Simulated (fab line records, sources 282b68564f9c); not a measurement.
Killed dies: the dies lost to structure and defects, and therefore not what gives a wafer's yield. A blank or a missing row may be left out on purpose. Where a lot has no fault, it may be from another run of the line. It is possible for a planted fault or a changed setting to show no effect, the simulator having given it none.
A lot that was struck, set against a sound lot + flow rit_cmos + 15 steps out of a route of 202
Sound: these wafers, L693.1, L693.3, L693.5. Struck: wafers L692.1, L692.4, L692.6. The cause comes at the end.
Order at every step that has rows: each side's tool, ch and its chambers, its first start. Under that, the readings that differ: sound wafers + struck wafers + difference of the means + sigmas: that difference in standard deviations of wafers without a fault.
alike: same words and numbers on both sides, and readings whose means sit less than 2 such deviations apart. not compared: any withheld reading, any reading some wafer has no value for, any bound like >300 that may hide the same value, and any number with overlapping values for which the record gives no deviation.
Wherever a step has rows on one side only, a row that says differs or no value, or a row with sigmas, the two part there. When numbers do not overlap yet have no deviation, they are printed without sigmas and do not part them. A reading missing from all wafers of one side parts the sides only when that side holds two or more wafers.

first, 2 steps without rows for these wafers: RIT_PRETRO_HARDBAKE_07 (time 120 s); RIT_PRETRO_IMPLANT_08.
RIT_PRETRO_STRIP_09: strips in O2, time 180 s.
  sound on plasma_asher-01 ch 0, day 6 18:27; struck on plasma_asher-01 ch 0,1, day 6 12:43
  alike: drypump_motor_current_A
  not compared: rf_hours_counter_h
RIT_PRETRO_TW_MEAS_10:
  sound on film_metro-03 at day 6 18:38; struck on film_metro-04 at day 6 12:53
| reading   | sound       | struck      | difference | sigmas |
|-----------|-------------|-------------|------------|--------|
| PRETRO_TW | 473 470 471 | 483 480 480 | +10        | +2     |
then, 5 steps without rows for these wafers: RIT_GATE_WET_ETCH_00 (etches SiO2 in BOE, target depth 56 nm, time 60 s); RIT_GATE_CLEAN_01 (cleans in SC1, time 600 s); RIT_GATE_CLEAN_02 (cleans in dHF, time 30 s); RIT_GATE_CLEAN_03 (cleans in SC2, time 600 s); RIT_GATE_CLEAN_04 (cleans in dHF, time 60 s).
RIT_FOX2_THK_MEAS_91:
  sound on film_metro-03 at day 6 19:06; struck on film_metro-01 at day 6 13:24
  alike: FIELD_OXIDE_LEFT_2_THK
then, 2 steps without rows for these wafers: RIT_GATE_OXIDATION_05 (target thk 3 nm, ox time 270 s); RIT_GATE_ANNEAL_06 (time 600 s).
RIT_GATE_THK_MEAS_07:
  sound on film_metro-03 at day 6 23:02; struck on film_metro-04 at day 6 16:06
| reading             | sound          | struck         | difference | sigmas |
|---------------------|----------------|----------------|------------|--------|
| GATE_OXIDE_THK (nm) | 3.03 2.95 3.01 | 4.66 4.72 4.63 | +1.67      | +25    |
then, 1 step without rows for these wafers: RIT_GATE_CVD_08 (deposits poly-Si from SiH4, target thk 250 nm, time 2220 s).
RIT_M1_PROBE_99:
  sound on prober-01 at day 7 23:10; struck on prober-02 at day 7 15:44
  alike: killed_at_contacts, killed_at_front_end, killed_dies, killed_open, killed_short

## WHERE THEY PART
First at RIT_PRETRO_TW_MEAS_10; last, within this record, at RIT_GATE_THK_MEAS_07. Later steps at which nothing parts them and some readings are alike: RIT_M1_PROBE_99.

WHY: whatever the simulator had introduced
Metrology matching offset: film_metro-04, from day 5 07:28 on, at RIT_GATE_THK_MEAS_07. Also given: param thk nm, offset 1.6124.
